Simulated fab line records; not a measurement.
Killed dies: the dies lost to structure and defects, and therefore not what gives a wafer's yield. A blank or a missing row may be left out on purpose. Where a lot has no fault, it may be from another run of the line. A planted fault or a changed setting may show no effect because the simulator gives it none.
fab line records	flow rit_cmos
record: lots: 5	wafers: 27
route steps=202 shown GATE@81 SPACER@130 NSD@131 PSD@151 SDANNEAL@153 CONTACT@180 M1@200
start_h: hours from the record's first day to the start of the lot's first wafer shown	wait_h: hours from the lot's prior step to this one	" unchanged from the row above	L1.1+2: a single row standing in for several wafers	- no value, or no start given	* or withheld: withheld	< > ~ a bound
route shown NAME@n: NAME is a module with steps in the file, n the number in the route of the first one	usual: mean and standard deviation over wafers with no fault	same: alike in all rows	chamber/n: place in a boat	sites: readings site by site	_std_site: standard deviation across them	_edge_site: mean of outer sites minus mean of inner sites	radius_mm: for every site, how far away it sits from the centre of the wafer	mask NAME#n: copy n	behind: the tool/chamber that last shaped the wafer	hold: why the lot went on hold/how many hours it stayed there/how the hold came to an end	device: the transistor (n, p or np) that didn't switch	end of line: the tests these same wafers got at the end of their route	a step with no rows: only its recipe	killed: dies lost to structure and defects at the first sort, not the wafer's yield	map: per-die view of a wafer (x killed, . not killed, _ where there is no die)
set.NAME: the setting that was run; set.NAME@STEP: the one run at that earlier step	model.NAME: the simulator's own value behind a step, which no gauge read
lots where settings were altered on purpose, with a table for each step and a row for each wafer
== steps ==
step: RIT_GATE_OXIDATION_05
recipe: temp_c: 900	ambient: O2	target_thk_a: 30	ox_time_s: 270
lot.wafer	tool	chamber	start_h	wait_h	set.ox_time_s	model.SiO2_of_GATE_OXIDATION_05.thk_nm
L074.1+3	-	-	-	0.6	326.3	3.504
L074.2	"	-	"	"	326.3	3.472
L074.4	"	-	"	"	326.3	3.478
L074.5	"	-	"	"	326.3	3.502
L074.6	"	-	"	"	326.3	3.48
L077.1	-	-	-	0.1	142.4	1.904
L077.2	"	-	"	"	142.4	1.886
L077.3	"	-	"	"	142.4	1.869
L077.4	"	-	"	"	142.4	1.929
L077.5	"	-	"	"	142.4	1.845
L077.6	"	-	"	"	142.4	1.846
L080.1+3	-	-	-	0.4	372.3	3.794
L080.2	"	-	"	"	372.3	3.769
L080.4	"	-	"	"	372.3	3.781
L080.5	"	-	"	"	372.3	3.766
L080.6	"	-	"	"	372.3	3.697
L082.1	furnace-01	0	78.39	3.3	270	3.012
L082.2	"	0	"	"	270	3.003
L082.3	"	0	"	"	270	3.017
L083.1+5	-	-	-	1.5	117.9	1.514
L083.2	"	-	"	"	117.9	1.52
L083.3	"	-	"	"	117.9	1.494
L083.4	"	-	"	"	117.9	1.509
L083.6	"	-	"	"	117.9	1.492
step: RIT_GATE_ANNEAL_06
recipe: temp_c: 900	time_s: 600	ambient: N2O
step: RIT_GATE_THK_MEAS_07
recipe: reads: SiO2_of_GATE_OXIDATION_05
usual: GATE_OXIDE_THK: 3.03/0.07
lot.wafer	tool	chamber	start_h	wait_h	set.ox_time_s@GATE_OXIDATION_05	GATE_OXIDE_THK[nm]
L074.1	film_metro-02	-	37.79	0.0	326.3	3.56
L074.2	"	-	"	"	326.3	3.45
L074.3	"	-	"	"	326.3	3.47
L074.4	"	-	"	"	326.3	3.56
L074.5	"	-	"	"	326.3	3.46
L074.6	"	-	"	"	326.3	3.52
L077.1	film_metro-04	-	50.27	0.0	142.4	1.93
L077.2	"	-	"	"	142.4	1.92
L077.3	"	-	"	"	142.4	1.87
L077.4	"	-	"	"	142.4	1.92
L077.5	"	-	"	"	142.4	1.83
L077.6	"	-	"	"	142.4	1.85
L080.1	film_metro-03	-	66.02	0.0	372.3	3.76
L080.2	"	-	"	"	372.3	3.82
L080.3	"	-	"	"	372.3	3.79
L080.4	"	-	"	"	372.3	3.78
L080.5	"	-	"	"	372.3	3.80
L080.6	"	-	"	"	372.3	3.67
L082.1	film_metro-03	-	81.03	0.0	270	3.03
L082.2	"	-	"	"	270	2.95
L082.3	"	-	"	"	270	3.03
L083.1	film_metro-03	-	82.98	0.0	117.9	1.52
L083.2	"	-	"	"	117.9	1.52
L083.3	"	-	"	"	117.9	1.46
L083.4	"	-	"	"	117.9	1.54
L083.5	"	-	"	"	117.9	1.49
L083.6	"	-	"	"	117.9	1.48
step: RIT_GATE_DEVELOP_15
recipe: resist: NOVOLAK	develop_time_s: 50	dev_temp_c: 23
lot.wafer	tool	chamber	start_h	wait_h	set.develop_time_s
L074.1+3+4	litho_track-03	0	-	-	35.88
L074.2+5+6	"	0	"	"	50
L077.1+2+3+4+5+6	litho_track-04	0	-	-	50
L080.1+5+6	litho_track-04	0	-	-	50
L080.2+3+4	"	0	"	"	76.61
L082.1+2+3	litho_track-02	0	-	-	50
L083.1+2+5	litho_track-03	0	-	-	50
L083.3+4+6	"	0	"	"	78.01
step: RIT_SPACER_ETCHBACK_05
recipe: target_depth_a: 2500	SF6_flow_sccm: 30	CHF3_flow_sccm: 30	target: Si3N4	chemistry: SF6/CHF3	pressure_mtorr: 40	rf_w: 250	time_s: 240	stop_on: SiO2
usual: oes_product_au: 0.851/0.01
lot.wafer	tool	chamber	start_h	wait_h	set.target_depth_a	oes_product_au	model.etch.depth_nm	model.poly-Si_of_GATE_CVD_08.thk_nm	model.Si3N4_of_SPACER_CVD_03.thk_nm
L074.1	rie_diel-04	1	52.40	0.1	1643	1.011	227.7	185.7	212.3
L074.2	"	0	"	"	1643	1.020	231.2	185.7	210.6
L074.3	"	2	"	"	2500	0.839	252.1	168.3	197
L074.4	"	3	"	"	2500	0.840	252.5	167.2	198
L074.5	"	0	"	"	1643	1.016	229.8	186.6	211.2
L074.6	"	1	"	"	2500	0.872	255.3	168.6	200.4
L077.1	rie_diel-02	1	64.33	0.1	2500	0.851	246.8	170.6	193.9
L077.2	"	3	"	"	2500	0.860	246.7	171.5	192.6
L077.3	"	2	"	"	2500	0.843	244.8	171.8	192.4
L077.4	"	3	"	"	2500	0.863	246	169.8	192.4
L077.5	"	2	"	"	2500	0.846	247	168.6	194.1
L077.6	"	1	"	"	2500	0.837	247.2	171.4	194.4
L080.1	rie_diel-02	1	77.83	0.1	1149	1.005	175.4	194.8	217.1
L080.2	"	2	"	"	1149	1.003	176.9	193.7	219.6
L080.3	"	0	"	"	2500	0.852	251.7	167.5	198.5
L080.4	"	3	"	"	1149	1.028	178.5	194.7	218.5
L080.5	"	1	"	"	2500	0.858	250	167.1	195.7
L080.6	"	2	"	"	2500	0.847	249.6	166	196
L082.1	rie_diel-02	0	93.23	0.1	2500	0.841	248.6	166.9	195.9
L082.2	"	1	"	"	2500	0.850	249.8	167.4	196.5
L082.3	"	3	"	"	2500	0.868	249.3	166.1	195.1
L083.1	rie_diel-04	2	96.71	0.1	2500	0.850	255.9	170.8	200.7
L083.2	"	1	"	"	1749	1.006	235.6	186.6	211.2
L083.3	"	0	"	"	1749	1.015	240.4	187.7	209.4
L083.4	"	3	"	"	1749	0.987	235.8	187.4	212.2
L083.5	"	1	"	"	2500	0.855	252.1	170.5	198.1
L083.6	"	0	"	"	2500	0.851	253.8	169	198.2
step: RIT_NSD_HMDS_00
recipe: prime_time_s: 60	prime_temp_c: 140
step: RIT_NSD_COAT_01
recipe: resist: NOVOLAK	spin_rpm: 3250	resist_thk_nm: 1000
step: RIT_PSD_STRIP_09
recipe: chemistry: O2	time_s: 180	resist: NOVOLAK	platen_temp_c: withheld	power_w: 500	pressure_mtorr: 4000	o2_flow_sccm: 4000
step: RIT_SDANNEAL_CLEAN_00
recipe: chemistry: SC1	mix: 3:3:50	time_s: 600	temp_c: 75
lot.wafer	tool	chamber	start_h	wait_h	set.target_depth_a@SPACER_ETCHBACK_05	model.SiO2_of_FOX2_OXIDATION_00.thk_nm
L074.1	wet_bench-03	3	55.39	0.1	1643	195.1
L074.2	"	3	"	"	1643	195.8
L074.3	"	3	"	"	2500	178.8
L074.4	"	3	"	"	2500	181.1
L074.5	"	3	"	"	1643	197.2
L074.6	"	3	"	"	2500	183.7
L077.1	wet_bench-01	3	67.41	0.1	2500	185.1
L077.2	"	3	"	"	2500	174.7
L077.3	"	3	"	"	2500	179.9
L077.4	"	3	"	"	2500	171.8
L077.5	"	3	"	"	2500	178.7
L077.6	"	3	"	"	2500	174.2
L080.1	wet_bench-02	1	81.08	0.1	1149	203.3
L080.2	"	1	"	"	1149	203.9
L080.3	"	1	"	"	2500	184
L080.4	"	1	"	"	1149	196
L080.5	"	1	"	"	2500	177.6
L080.6	"	1	"	"	2500	177
L082.1	wet_bench-02	1	96.47	0.1	2500	178.7
L082.2	"	1	"	"	2500	180.8
L082.3	"	1	"	"	2500	180.1
L083.1	wet_bench-02	2	99.70	0.1	2500	177.7
L083.2	"	2	"	"	1749	190.5
L083.3	"	2	"	"	1749	191.7
L083.4	"	2	"	"	1749	191.1
L083.5	"	2	"	"	2500	180.8
L083.6	"	2	"	"	2500	178.3
step: RIT_CONTACT_STRIP_12
recipe: chemistry: O2	time_s: 180	resist: NOVOLAK	platen_temp_c: withheld	power_w: 500	pressure_mtorr: 4000	o2_flow_sccm: 4000
lot.wafer	tool	chamber	start_h	wait_h	set.time_s
L074.1+2+4	plasma_asher-03	0,1,1	58.65	0.1	180
L074.3+5+6	"	0,1,0	"	"	280.4
L077.1+3+5	plasma_asher-01	1,0,0	70.42	0.1	253
L077.2+4+6	"	0,1,1	"	"	180
L080.1+3+5	plasma_asher-04	1,1,0	84.09	0.1	180
L080.2+4+6	"	0,0,1	"	"	221.3
L082.1+2+3	plasma_asher-04	1,0,0	99.63	0.1	180
L083.1+2+3+4+5+6	plasma_asher-04	0,1,0,1,0,1	103.01	0.1	180
step: RIT_CONTACT_CLEAN_13
recipe: chemistry: SC1	mix: 3:3:50	time_s: 600	temp_c: 75
step: RIT_M1_ANNEAL_15
recipe: temp_c: 450	time_s: 1800	ambient: forming_gas_H2N2
step: RIT_M1_PROBE_99
usual: killed_at_M0_to_M3: 0.0/0.12	killed_at_contacts: 0.1/0.28	killed_at_front_end: 7.4/2.7	killed_dies: 7.5/2.7	killed_open: 3.8/1.8	killed_short: 3.6/2.1
same: gross_dies: 264	killed_at_M4_up: 0	killed_at_back_side: 0	killed_at_other: 0
lot.wafer	tool	chamber	start_h	wait_h	set.develop_time_s@GATE_DEVELOP_15	killed_at_M0_to_M3	killed_at_contacts	killed_at_front_end	killed_dies	killed_open	killed_short	model.etest.pmos_0p3.r_on_ohm_um	model.etest.nmos_0p3.r_on_ohm_um	model.etest.npoly_line.line_ohm_um
L074.1	prober-01	-	63.57	0.1	35.88	0	0	264	264	5	3	-	-	-
L074.2	prober-01	-	63.62	0.1	50	0	0	264	264	3	5	-	-	-
L074.3	prober-01	-	63.67	0.2	35.88	0	0	264	264	4	1	8849	2951	99.66
L074.4	prober-01	-	63.72	0.2	35.88	0	0	264	264	5	0	8792	2926	102.1
L074.5	prober-01	-	63.77	0.2	50	1	0	263	264	3	4	-	-	-
L074.6	prober-01	-	63.82	0.2	50	0	0	9	9	4	5	7040	2407	166.7
L077.1	prober-02	-	75.23	0.1	50	0	0	5	5	3	2	-	-	-
L077.2	prober-02	-	75.28	0.1	50	0	0	2	2	2	0	-	-	-
L077.3	prober-02	-	75.33	0.2	50	0	0	6	6	3	3	-	-	-
L077.4	prober-02	-	75.38	0.2	50	0	0	3	3	3	0	-	-	-
L077.5	prober-02	-	75.43	0.2	50	0	0	5	5	3	2	-	-	-
L077.6	prober-02	-	75.48	0.2	50	0	1	2	3	2	1	-	-	-
L080.1	prober-01	-	88.77	0.1	50	0	0	264	264	8	3	-	-	-
L080.2	prober-01	-	88.82	0.1	76.61	0	0	264	264	7	3	-	-	-
L080.3	prober-01	-	88.87	0.2	76.61	0	0	264	264	3	2	5493	1861	708
L080.4	prober-01	-	88.92	0.2	76.61	0	0	264	264	5	6	-	-	-
L080.5	prober-01	-	88.97	0.2	50	0	0	12	12	7	5	7558	2505	164.3
L080.6	prober-01	-	89.02	0.2	50	0	0	7	7	2	5	7433	2448	169.1
L082.1	prober-01	-	104.48	0.1	50	0	0	7	7	3	4	6133	2108	170.2
L082.2	prober-01	-	104.53	0.1	50	0	0	7	7	4	3	6020	2080	169.4
L082.3	prober-01	-	104.58	0.2	50	0	0	7	7	4	3	6226	2134	171.7
L083.1	prober-02	-	107.91	0.1	50	0	1	110	111	2	5	-	-	-
L083.2	prober-02	-	107.96	0.1	50	0	0	264	264	3	6	-	-	-
L083.3	prober-02	-	108.01	0.2	78.01	0	0	264	264	1	4	-	-	-
L083.4	prober-02	-	108.06	0.2	78.01	0	0	264	264	2	3	-	-	-
L083.5	prober-02	-	108.11	0.2	50	0	0	110	110	5	1	-	-	-
L083.6	prober-02	-	108.16	0.2	78.01	0	0	264	264	4	6	-	-	-
killed by level:class
L074.1 GATE:area_develop=256 GATE:geometric_particle:open=3 FOX2:geometric_particle:short=1 REOX:geometric_particle:open=1 SPACER:geometric_particle:open=1 SPACER:geometric_particle:short=1 SILICIDE:geometric_particle:short=1
L074.2 SPACER:area_etchback=256 GATE:geometric_particle:open=2 SPACER:geometric_particle:short=2 FOX1:geometric_particle:short=1 GATE:geometric_particle:short=1 REOX:geometric_particle:short=1 SPACER:geometric_particle:open=1
L074.3 GATE:area_develop=259 SPACER:geometric_particle:open=3 GATE:geometric_particle:open=1 SPACER:geometric_particle:short=1
L074.4 GATE:area_develop=259 FOX1:geometric_particle:open=3 GATE:geometric_particle:open=1 REOX:geometric_particle:open=1
L074.5 SPACER:area_etchback=257 FOX1:geometric_particle:open=1 FOX1:geometric_particle:short=1 FOX2:geometric_particle:short=1 GATE:geometric_particle:short=1 GATE:geometric_particle:open=1 REOX:geometric_particle:open=1 M1:geometric_particle:short=1
L074.6 REOX:geometric_particle:short=3 FOX1:geometric_particle:open=1 FOX1:geometric_particle:short=1 GATE:geometric_particle:short=1 REOX:geometric_particle:open=1 SPACER:geometric_particle:open=1 SILICIDE:geometric_particle:open=1
L077.1 FOX1:geometric_particle:open=2 FOX2:geometric_particle:open=1 GATE:geometric_particle:short=1 SILICIDE:geometric_particle:short=1
L077.2 FOX2:geometric_particle:open=2
L077.3 FOX1:geometric_particle:open=1 FOX2:geometric_particle:short=1 GATE:geometric_particle:open=1 REOX:geometric_particle:open=1 REOX:geometric_particle:short=1 SPACER:geometric_particle:short=1
L077.4 GATE:geometric_particle:open=2 FOX1:geometric_particle:open=1
L077.5 GATE:geometric_particle:short=2 REOX:geometric_particle:open=1 SPACER:geometric_particle:open=1 SILICIDE:geometric_particle:open=1
L077.6 GATE:geometric_particle:open=1 REOX:geometric_particle:open=1 CONTACT:geometric_particle:short=1
L080.1 SPACER:area_etchback=253 SPACER:geometric_particle:open=3 FOX1:geometric_particle:open=2 SILICIDE:geometric_particle:open=2 FOX2:geometric_particle:open=1 GATE:geometric_particle:short=1 REOX:geometric_particle:short=1 SPACER:geometric_particle:short=1
L080.2 GATE:area_develop=254 GATE:geometric_particle:open=3 REOX:geometric_particle:open=2 FOX2:geometric_particle:open=1 GATE:geometric_particle:short=1 REOX:geometric_particle:short=1 SPACER:geometric_particle:open=1 SILICIDE:geometric_particle:short=1
L080.3 GATE:area_develop=259 FOX2:geometric_particle:open=1 GATE:geometric_particle:open=1 REOX:geometric_particle:short=1 REOX:geometric_particle:open=1 SPACER:geometric_particle:short=1
L080.4 GATE:area_develop=253 GATE:geometric_particle:open=3 SPACER:geometric_particle:short=3 FOX1:geometric_particle:short=1 FOX2:geometric_particle:short=1 GATE:geometric_particle:short=1 SPACER:geometric_particle:open=1 SILICIDE:geometric_particle:open=1
L080.5 GATE:geometric_particle:open=2 SPACER:geometric_particle:short=2 SPACER:geometric_particle:open=2 ACTIVE:geometric_particle:open=1 FOX1:geometric_particle:open=1 GATE:geometric_particle:short=1 REOX:geometric_particle:short=1 REOX:geometric_particle:open=1
L080.6 GATE:geometric_particle:short=2 REOX:geometric_particle:short=2 GATE:geometric_particle:open=1 REOX:geometric_particle:open=1 SILICIDE:geometric_particle:short=1
L082.1 FOX1:geometric_particle:short=2 FOX1:geometric_particle:open=1 GATE:geometric_particle:open=1 REOX:geometric_particle:short=1 SPACER:geometric_particle:short=1 SILICIDE:geometric_particle:open=1
L082.2 FOX1:geometric_particle:open=3 GATE:geometric_particle:short=2 FOX1:geometric_particle:short=1 SILICIDE:geometric_particle:open=1
L082.3 SILICIDE:geometric_particle:open=3 FOX1:geometric_particle:short=1 FOX1:geometric_particle:open=1 FOX2:geometric_particle:short=1 REOX:geometric_particle:short=1
L083.1 GATE:area_oxidation=104 SPACER:geometric_particle:short=4 GATE:geometric_particle:open=1 GATE:geometric_particle:short=1 CONTACT:geometric_particle:open=1
L083.2 SPACER:area_etchback=210 GATE:area_oxidation=45 GATE:geometric_particle:short=3 SPACER:geometric_particle:short=3 FOX2:geometric_particle:open=1 SPACER:geometric_particle:open=1 SILICIDE:geometric_particle:open=1
L083.3 GATE:area_develop=158 GATE:area_oxidation=101 GATE:geometric_particle:short=3 SPACER:geometric_particle:short=1 SILICIDE:geometric_particle:open=1
L083.4 GATE:area_develop=154 GATE:area_oxidation=105 SPACER:geometric_particle:short=2 GATE:geometric_particle:open=1 GATE:geometric_particle:short=1 SPACER:geometric_particle:open=1
L083.5 GATE:area_oxidation=104 GATE:geometric_particle:open=3 SPACER:geometric_particle:open=2 GATE:geometric_particle:short=1
L083.6 GATE:area_develop=160 GATE:area_oxidation=94 GATE:geometric_particle:open=2 FOX1:geometric_particle:short=1 FOX2:geometric_particle:short=1 GATE:geometric_particle:short=1 REOX:geometric_particle:short=1 SPACER:geometric_particle:open=1
== key ==
split: step: RIT_GATE_OXIDATION_05	setting: ox_time_s	stated: 270	by: lot
response: step: RIT_GATE_OXIDATION_05	reading: model.SiO2_of_GATE_OXIDATION_05.thk_nm	change: +0.0238	per: 1%	r: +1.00
response: step: RIT_GATE_THK_MEAS_07	reading: GATE_OXIDE_THK	change: +0.0239	per: 1%	r: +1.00
split: step: RIT_GATE_DEVELOP_15	setting: develop_time_s	stated: 50	by: wafer
response: step: RIT_M1_PROBE_99	reading: model.etest.pmos_0p3.r_on_ohm_um	change: -43.2	per: 1%	r: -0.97
response: step: RIT_M1_PROBE_99	reading: model.etest.nmos_0p3.r_on_ohm_um	change: -13.2	per: 1%	r: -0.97
response: step: RIT_M1_PROBE_99	reading: model.etest.npoly_line.line_ohm_um	change: +8.45	per: 1%	r: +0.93
split: step: RIT_SPACER_ETCHBACK_05	setting: target_depth_a	stated: 2500	by: wafer
response: step: RIT_SPACER_ETCHBACK_05	reading: oes_product_au	change: -0.00377	per: 1%	r: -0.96
response: step: RIT_SPACER_ETCHBACK_05	reading: model.etch.depth_nm	change: +1.06	per: 1%	r: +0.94
response: step: RIT_SPACER_ETCHBACK_05	reading: model.poly-Si_of_GATE_CVD_08.thk_nm	change: -0.524	per: 1%	r: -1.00
response: step: RIT_SPACER_ETCHBACK_05	reading: model.Si3N4_of_SPACER_CVD_03.thk_nm	change: -0.394	per: 1%	r: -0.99
response: step: RIT_SDANNEAL_CLEAN_00	reading: model.SiO2_of_FOX2_OXIDATION_00.thk_nm	change: -0.408	per: 1%	r: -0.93
split: step: RIT_CONTACT_STRIP_12	setting: time_s	stated: 180	by: wafer
response none clear
